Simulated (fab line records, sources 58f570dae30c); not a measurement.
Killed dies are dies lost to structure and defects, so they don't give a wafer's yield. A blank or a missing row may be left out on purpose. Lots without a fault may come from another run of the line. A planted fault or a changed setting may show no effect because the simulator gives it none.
Chamber matching | flow berkeley_cmos170 | UCB170_ZERO_ETCH_06 on rie_diel-04: 4 sister chambers
The step etches SiO2 in CHF3/CF4/Ar, time 12 s. 7 wafers are shown with their chamber, then 7 later ones without.

WAFERS WITH THEIR CHAMBER
wafer  | chamber | throttle_valve_pct (%) | oes_product_au (a.u.)
L642.2 | 1       | 9.18                   | 0.615
L644.3 | 3       | 9.34                   | 0.599
L646.1 | 1       | 9.20                   | 0.609
L646.4 | 2       | 9.33                   | 0.611
L646.5 | 0       | 9.10                   | 0.605
L649.1 | 2       | 9.34                   | 0.603
L649.4 | 0       | 9.11                   | 0.602

WAFERS WITHOUT THEIR CHAMBER
wafer  | throttle_valve_pct (%) | oes_product_au (a.u.)
L649.5 | 9.33                   | 0.612
L650.2 | 9.33                   | 0.600
L650.5 | 9.19                   | 0.609
L650.6 | 9.33                   | 0.610
L651.3 | 9.10                   | 0.609
L651.4 | 9.33                   | 0.610
L651.5 | 9.32                   | 0.600

WHICH CHAMBER EACH WENT THROUGH
wafer  | from the rows above     | in truth
L649.5 | can't be placed: 2 or 3 | 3
L650.2 | can't be placed: 3 or 2 | 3
L650.5 | 1                       | 1
L650.6 | can't be placed: 2 or 3 | 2
L651.3 | 0                       | 0
L651.4 | can't be placed: 2 or 3 | 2
L651.5 | can't be placed: 3 or 2 | 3
Placed correctly: 2 of 7. Can't be placed from these rows: 5 (the true chamber is among the candidates in 5). Placed wrongly: 0.
How it was worked out, from the rows above alone: a wafer's distance from a chamber is the root of the sum, over the readings, of the square of ((its reading less the chamber's mean) divided by the reading's scatter). The wafer belongs to the nearest chamber; if the next one is less than 2 further off, it can't be placed. A chamber's mean is the mean of its shown wafers. The scatter: the root of (the sum of the squares of (reading less its chamber's mean) over the shown wafers, divided by (wafers less chambers)).
